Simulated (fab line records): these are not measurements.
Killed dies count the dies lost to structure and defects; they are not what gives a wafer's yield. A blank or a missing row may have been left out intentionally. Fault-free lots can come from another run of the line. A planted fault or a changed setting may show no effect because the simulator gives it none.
Which of the tools did it?	flow rit_cmos	13 lots, 39 wafers sampled, at 2 steps of a route of 202

WHAT EACH GAUGE READ, for each wafer
No reading from a measuring or inspecting step in the record can be judged against a usual standard deviation.

WHICH TOOL RAN EACH LOT (tool, then ch and the chambers of the sampled wafers, then the start)
lot	RIT_REOX_CLEAN_02	RIT_M1_PROBE_99
L988	wet_bench-03 ch 3, day 2 17:58	-
L989	wet_bench-02 ch 2, day 2 23:29	-
L990	wet_bench-02 ch 2, day 3 06:04	-
L991	wet_bench-03 ch 3, day 3 12:34	-
L993	wet_bench-02 ch 1, day 3 18:37	-
L994	wet_bench-04 ch 1, day 4 01:11	prober-02, day 4 21:30
L995	wet_bench-03 ch 0, day 4 06:34	-
L997	wet_bench-03 ch 3, day 4 15:00	-
L100	wet_bench-04 ch 2, day 5 06:33	prober-02, day 6 04:55
L107	wet_bench-04 ch 1, day 6 20:49	prober-01, day 7 17:55
L108	wet_bench-03 ch 0, day 7 02:10	-
L109	wet_bench-02 ch 1, day 7 06:55	-
L110	wet_bench-02 ch 2, day 7 20:08	-
- RIT_REOX_CLEAN_02: cleans in SC2, time 600 s.
- RIT_M1_PROBE_99

AS READ BY THE TOOLS THEMSELVES (means over the sampled wafers that have a number; for cases with no such wafer, the mark the record gives instead)
RIT_M1_PROBE_99. Usual: killed_at_M0_to_M3 is 0.0 with standard deviation 0.083, killed_at_contacts is 0.1 with standard deviation 0.31, killed_at_front_end is 6.3 with standard deviation 3, killed_dies is 6.4 with standard deviation 3, killed_on_rim is 1.7 with standard deviation 1.3, killed_open is 3 with standard deviation 1.9, and killed_short is 3.4 with standard deviation 1.9.
lot	tool	killed_at_M0_to_M3	killed_at_contacts	killed_at_front_end	killed_dies	killed_on_rim	killed_open	killed_short	flag
L994	prober-02	0.0	0.0	5.7	5.7	1.0	3	3.0	
L100	prober-02	0.0	0.0	5.7	5.7	2.0	2	3.3	
L107	prober-01	0.0	0.0	23.7	23.7	11.3	5	3.7	OFF

THE ANSWER, worked out from the rows above alone
Rule: take the mean of a lot's wafers that have a number; if it is more than 3 standard deviations from the usual mean, the lot is off. A lot without any number at a reading at which 4 lots or more have one is off too. All remaining lots with rows at the step are treated as sound. First the gauges in route order, then the tools' own readings, where a lot's mean is used as printed above. At the first step where some lot is off, the reading lying furthest off is the one used; lots without a number count as furthest.
Off: L107 (RIT_M1_PROBE_99, killed_on_rim). Neither off nor sound, because the step has no rows for them: L988, L989, L990, L991, L993, L995, L997, L108, L109, L110.
If a tool, at that step or one of the process steps before it, ran each lot that is off and ran no sound lot following the first of them, it fits. Undecided on this evidence; 2 tools fit (wet_bench-04 at RIT_REOX_CLEAN_02, prober-01 at RIT_M1_PROBE_99).

WHAT THE SIMULATOR PUT IN
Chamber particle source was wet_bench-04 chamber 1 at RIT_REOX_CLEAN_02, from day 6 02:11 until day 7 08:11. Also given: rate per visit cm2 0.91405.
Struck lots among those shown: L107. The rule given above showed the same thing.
